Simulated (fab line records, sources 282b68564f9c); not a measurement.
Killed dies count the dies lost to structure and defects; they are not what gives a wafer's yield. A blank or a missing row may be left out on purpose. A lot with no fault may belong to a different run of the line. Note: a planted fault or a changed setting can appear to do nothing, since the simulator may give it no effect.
fab line records	flow rit-cmos
record: lots: 7	wafers: 21	last-day: 7
route steps=202 shown SILICIDE@161 CONTACT@168
lots untouched by any fault: they come from a run of this same line in which no faults occurred
start-h: hours from the record's first day to the start of the lot's first wafer shown	wait-h: how many hours have passed since the lot's step before this one	" repeats the value in the row above	L1.1+2: a row that stands for several wafers	- no value, or no start given	* or withheld: withheld	< > ~ a bound
route shown NAME@n: a module of which the file shows steps, and the number in the route of the first	usual: average and standard deviation across the fault-free wafers	same: alike in all rows	chamber/n: place in a boat	sites: per-site readings	_std_site: standard deviation across them	_edge_site: inner sites' mean taken away from outer sites' mean	radius-mm: for every site, how far away it sits from the centre of the wafer	mask NAME#n: copy n	behind: the tool/chamber that last shaped the wafer	hold: what put the lot on hold/how long, in hours/how the hold closed	device: names the non-switching transistor (n, p or np)	end of line: the tests these same wafers got at the end of their route	step lacking rows: just its recipe	killed: at the first sort, the dies lost to defects and structure; wafer yield is something else	map: dies across one wafer; x = killed, . = not, _ = none there
set.NAME: the run value of the setting; set.NAME@STEP: its run value at that earlier step	model.NAME: the simulator's own value behind a step, which no gauge read
a table for each step, a row for each wafer; lots at some steps of the route
services: the hour from which a tool's chamber was out of use, counted from the record's first day as start-h (under 0 if before that day), plus the number of hours and why
== steps ==
step: RIT_SILICIDE_WET_ETCH_00
recipe: chemistry: BOE	target: SiO2	target-depth-nm: 14	time-s: 15	dry: n2-spin	dilution: 10:1	temp-c: 21.5
step: RIT_SILICIDE_SPUTTER_01
recipe: material: Ti	target-thk-nm: 30	power-w: 363.2	chamber-pressure-pa: 0.667	gas: Ar	time-s: 240	substrate-temp-c: 25
usual: throttle-valve-pct: 29.6/1.1
lot.wafer	tool	chamber	start-h	wait-h	throttle-valve-pct
L871.1	pvd-sputter-01	-	52.97	0.0	28.0
L871.2	"	-	"	"	29.7
L871.6	"	-	"	"	29.3
L883.3	pvd-sputter-01	-	109.56	0.0	29.2
L883.4	"	-	"	"	27.7
L883.6	"	-	"	"	29.6
L885.2	pvd-sputter-01	-	120.58	0.0	29.3
L885.5	"	-	"	"	29.7
L885.6	"	-	"	"	30.9
L888.1	pvd-sputter-01	-	135.48	0.0	28.1
L888.2	"	-	"	"	29.5
L888.4	"	-	"	"	30.9
L892.2	pvd-sputter-01	-	154.72	0.0	29.1
L892.4	"	-	"	"	29.8
L892.6	"	-	"	"	29.5
L893.1	pvd-sputter-04	-	159.59	0.0	27.9
L893.3	"	-	"	"	30.3
L893.5	"	-	"	"	30.5
L894.4	pvd-sputter-01	-	164.24	0.0	29.2
L894.5	"	-	"	"	30.5
L894.6	"	-	"	"	29.2
step: RIT_SILICIDE_RS_MEAS_02
recipe: thk-meas-gauge: four-point-probe	reads: Ti_of_SILICIDE_SPUTTER_01
usual: SILICIDE_TI_RS: 45.9/0.78
lot.wafer	tool	chamber	start-h	wait-h	SILICIDE_TI_RS[ohm/sq]
L871.1	film-metro-03	-	53.12	0.1	44.8
L871.2	"	-	"	"	45.7
L871.6	"	-	"	"	45.6
L883.3	film-metro-04	-	109.75	0.1	46.0
L883.4	"	-	"	"	44.8
L883.6	"	-	"	"	46.0
L885.2	film-metro-04	-	120.75	0.1	46.0
L885.5	"	-	"	"	46.4
L885.6	"	-	"	"	45.9
L888.1	film-metro-01	-	135.63	0.1	45.0
L888.2	"	-	"	"	46.6
L888.4	"	-	"	"	45.5
L892.2	film-metro-04	-	154.89	0.1	46.1
L892.4	"	-	"	"	46.9
L892.6	"	-	"	"	46.7
L893.1	film-metro-03	-	159.74	0.1	46.4
L893.3	"	-	"	"	47.6
L893.5	"	-	"	"	47.6
L894.4	film-metro-04	-	164.45	0.1	46.1
L894.5	"	-	"	"	45.9
L894.6	"	-	"	"	46.9
step: RIT_SILICIDE_THK_MEAS_03
recipe: thk-meas-gauge: xrf	reads: Ti_of_SILICIDE_SPUTTER_01
usual: SILICIDE_TI_THK: 31.5/0.48
lot.wafer	tool	chamber	start-h	wait-h	SILICIDE_TI_THK[nm]
L871.1	film-metro-03	-	53.24	0.1	31.9
L871.2	"	-	"	"	31.5
L871.6	"	-	"	"	31.4
L883.3	film-metro-04	-	109.85	0.1	31.3
L883.4	"	-	"	"	32.1
L883.6	"	-	"	"	31.4
L885.2	film-metro-04	-	120.86	0.1	31.4
L885.5	"	-	"	"	31.2
L885.6	"	-	"	"	31.6
L888.1	film-metro-01	-	135.75	0.1	32.2
L888.2	"	-	"	"	31.2
L888.4	"	-	"	"	31.9
L892.2	film-metro-04	-	155.00	0.1	31.4
L892.4	"	-	"	"	30.8
L892.6	"	-	"	"	30.9
L893.1	film-metro-03	-	159.86	0.1	31.0
L893.3	"	-	"	"	30.3
L893.5	"	-	"	"	30.2
L894.4	film-metro-04	-	164.54	0.1	31.2
L894.5	"	-	"	"	31.4
L894.6	"	-	"	"	31.0
step: RIT_SILICIDE_RTA_04
recipe: temp-c: 650	time-s: 10	idle-temp-c: 25	ramp-up-s: 5	ramp-down-s: 5	cool-to-c: 25	ambient: N2
usual: anneal-temp-c-max: 654.1/0.87	wafer_temp_C_max: 653.0/0.68
lot.wafer	tool	chamber	start-h	wait-h	anneal-temp-c-max	wafer_temp_C_max
L871.1	rtp-anneal-01	0	53.30	0.1	656.0	653.1
L871.2	"	0	"	"	654.9	653.4
L871.6	"	0	"	"	655.0	653.4
L883.3	rtp-anneal-01	0	109.92	0.1	654.0	652.6
L883.4	"	0	"	"	654.6	654.3
L883.6	"	0	"	"	655.9	654.6
L885.2	rtp-anneal-01	0	120.93	0.1	655.3	652.5
L885.5	"	0	"	"	653.9	653.3
L885.6	"	0	"	"	654.8	653.2
L888.1	rtp-anneal-02	0	135.81	0.1	653.0	652.9
L888.2	"	0	"	"	652.9	652.5
L888.4	"	0	"	"	653.4	653.1
L892.2	rtp-anneal-02	0	155.07	0.1	653.2	652.4
L892.4	"	0	"	"	654.1	653.0
L892.6	"	0	"	"	652.8	652.8
L893.1	rtp-anneal-01	0	159.92	0.1	654.5	653.0
L893.3	"	0	"	"	655.6	653.2
L893.5	"	0	"	"	655.3	652.8
L894.4	rtp-anneal-02	0	164.60	0.1	652.8	652.5
L894.5	"	0	"	"	653.2	653.4
L894.6	"	0	"	"	653.6	653.1
step: RIT_SILICIDE_WET_ETCH_05
recipe: chemistry: SPM	target: Ti	temp-c: 90	time-s: 120	dry: n2-spin
step: RIT_SILICIDE_RTA_06
recipe: temp-c: 750	time-s: 10	idle-temp-c: 25	ramp-up-s: 5	ramp-down-s: 10	cool-to-c: 25	ambient: N2
usual: anneal-temp-c-max: 754.8/1	wafer_temp_C_max: 753.5/0.87
lot.wafer	tool	chamber	start-h	wait-h	anneal-temp-c-max	wafer_temp_C_max
L871.1	rtp-anneal-02	0	53.40	0.0	756.0	752.9
L871.2	"	0	"	"	754.0	753.2
L871.6	"	0	"	"	755.4	752.9
L883.3	rtp-anneal-02	0	110.02	0.0	754.4	754.0
L883.4	"	0	"	"	754.2	753.0
L883.6	"	0	"	"	754.1	752.5
L885.2	rtp-anneal-02	0	121.03	0.0	754.7	752.9
L885.5	"	0	"	"	756.2	752.4
L885.6	"	0	"	"	754.7	753.9
L888.1	rtp-anneal-01	0	135.92	0.0	756.6	753.8
L888.2	"	0	"	"	757.5	754.1
L888.4	"	0	"	"	755.1	755.5
L892.2	rtp-anneal-01	0	155.17	0.0	755.6	753.0
L892.4	"	0	"	"	755.4	753.5
L892.6	"	0	"	"	756.4	752.7
L893.1	rtp-anneal-02	0	160.04	0.0	754.0	752.5
L893.3	"	0	"	"	755.0	752.5
L893.5	"	0	"	"	754.8	753.1
L894.4	rtp-anneal-01	0	164.76	0.0	756.4	754.3
L894.5	"	0	"	"	753.9	753.4
L894.6	"	0	"	"	754.8	753.0
step: RIT_CONTACT_CVD_00
recipe: material: SiO2	target-thk-nm: 400	precursor: TEOS	temp-c: 390	time-s: 61	rf-w: 400
usual: heater-power-w: 309/41
lot.wafer	tool	chamber	start-h	wait-h	heater-power-w	since-wet-clean-h
L871.1	pecvd-03	0	53.47	0.1	312	999
L871.2	"	2	"	"	316	999
L871.6	"	1	"	"	227	-
L883.3	pecvd-02	2	110.07	0.0	338	261
L883.4	"	0	"	"	339	-
L883.6	"	1	"	"	381	-
L885.2	pecvd-03	0	121.09	0.0	256	1067
L885.5	"	1	"	"	280	-
L885.6	"	0	"	"	272	-
L888.1	pecvd-03	2	135.98	0.1	303	1082
L888.2	"	0	"	"	299	1082
L888.4	"	2	"	"	314	-
L892.2	pecvd-02	1	155.23	0.0	407	306
L892.4	"	2	"	"	323	-
L892.6	"	0	"	"	300	-
L893.1	pecvd-04	2	160.17	0.1	247	1496
L893.3	"	0	"	"	273	1496
L893.5	"	2	"	"	267	-
L894.4	pecvd-03	1	164.82	0.0	262	-
L894.5	"	0	"	"	294	-
L894.6	"	2	"	"	337	-
step: RIT_CONTACT_THK_MEAS_01
recipe: reads: SiO2_of_CONTACT_CVD_00
usual: CONTACT_TEOS_THK: 400/5.8
lot.wafer	tool	chamber	start-h	wait-h	CONTACT_TEOS_THK[nm]
L871.1	film-metro-02	-	53.52	0.0	398
L871.2	"	-	"	"	397
L871.6	"	-	"	"	397
L883.3	film-metro-03	-	110.14	0.0	405
L883.4	"	-	"	"	412
L883.6	"	-	"	"	412
L885.2	film-metro-03	-	121.15	0.0	394
L885.5	"	-	"	"	401
L885.6	"	-	"	"	397
L888.1	film-metro-04	-	136.03	0.0	400
L888.2	"	-	"	"	396
L888.4	"	-	"	"	402
L892.2	film-metro-03	-	155.29	0.0	402
L892.4	"	-	"	"	407
L892.6	"	-	"	"	404
L893.1	film-metro-04	-	160.22	0.0	390
L893.3	"	-	"	"	399
L893.5	"	-	"	"	397
L894.4	film-metro-03	-	164.88	0.0	393
L894.5	"	-	"	"	400
L894.6	"	-	"	"	399
step: RIT_CONTACT_HMDS_02
recipe: prime-time-s: 60	prime-temp-c: 140
step: RIT_CONTACT_COAT_03
recipe: resist: NOVOLAK	spin-rpm: 3250	resist-thk-nm: 1000
step: RIT_CONTACT_SOFTBAKE_04
recipe: resist: NOVOLAK	temp-c: 90	time-s: 60
step: RIT_CONTACT_EXPOSE_05
recipe: mask-id: M11	na: 0.6	source-shape: conventional	sigma-outer: 0.5	target-cd-nm: 1000	dose-mj: 250
usual: exposure-dose-mJ-cm2: 249.99/0.3	focus-offset-nm: 0.0/0.63
lot.wafer	tool	chamber	start-h	wait-h	mask	exposure-dose-mJ-cm2	focus-offset-nm
L871.1	iline-stepper-01	0	54.16	0.2	M11#0	249.90	0.2
L871.2	"	0	"	"	M11#0	250.12	0.1
L871.6	"	0	"	"	M11#0	250.18	-0.5
L883.3	iline-stepper-02	0	110.67	0.1	M11#0	250.03	-0.6
L883.4	"	0	"	"	M11#0	249.81	-0.7
L883.6	"	0	"	"	M11#0	250.16	0.1
L885.2	iline-stepper-01	0	121.98	0.2	M11#0	249.58	-1.2
L885.5	"	0	"	"	M11#0	249.72	-1.2
L885.6	"	0	"	"	M11#0	249.50	-0.7
L888.1	iline-stepper-01	0	136.54	0.1	M11#0	250.00	0.2
L888.2	"	0	"	"	M11#0	249.56	-0.3
L888.4	"	0	"	"	M11#0	249.94	0.5
L892.2	iline-stepper-02	-	155.81	0.1	M11#0	-	-
L892.4	"	-	"	"	M11#0	-	-
L892.6	"	-	"	"	M11#0	-	-
L893.1	iline-stepper-02	-	160.73	0.1	M11#0	-	-
L893.3	"	-	"	"	M11#0	-	-
L893.5	"	-	"	"	M11#0	-	-
L894.4	iline-stepper-02	-	165.41	0.1	M11#0	-	-
L894.5	"	-	"	"	M11#0	-	-
L894.6	"	-	"	"	M11#0	-	-
step: RIT_CONTACT_PEB_06
recipe: resist: NOVOLAK	temp-c: withheld	time-s: withheld
== services ==
tool	chamber	start-h	hours	kind
pvd-sputter-04	-	29.95	1.8	repair
iline-stepper-02	-	48.99	1.7	pm
pecvd-04	1	73.71	29.5	repair
pecvd-02	-	75.31	2.8	pm
pvd-sputter-04	-	94.76	9.3	repair
iline-stepper-01	-	105.04	1.3	repair
pvd-sputter-04	-	120.48	9.6	repair
pvd-sputter-04	-	132.06	3.4	repair
pecvd-02	0	133.48	7.9	repair
pecvd-03	-	140.22	6.0	pm
rtp-anneal-02	-	145.45	1.2	pm
== key ==
first-sign: step: RIT_CONTACT_EXPOSE_05	reading: tool-record	direction: missing
effect none on later readings
met-at RIT_CONTACT_EXPOSE_05
struck-wafers L892.2,L892.4,L892.6,L893.1,L893.3,L893.5,L894.4,L894.5,L894.6
later-rows-left-out L892.2,L892.4,L892.6,L893.1,L893.3,L893.5,L894.4,L894.5,L894.6
sort-left-out L892.2,L892.4,L892.6,L893.1,L893.3,L893.5,L894.4,L894.5,L894.6
tester-left-out L892,L893,L894
onset-between 110.67 155.81
fault: kind: skipped-step-whole	tool: iline-stepper-02	chamber: -	onset-h: 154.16	steps: RIT_CONTACT_EXPOSE_05	scope: struck-lots-only
tester-left-out: of these lots the tester's yield and bins aren't shown, on N5 and GAA mostly nor the transistor test; their killed dies are dies lost to structure and defects alone, not to doping, threshold or leakage, so they don't give the yield
sort-left-out: the simulated sort isn't trusted on such a fault, so these wafers' sort isn't shown, and their yield isn't known
later-rows-left-out: the simulator's readings of these wafers behind a module that went badly wrong aren't trusted and aren't shown, but for the sort
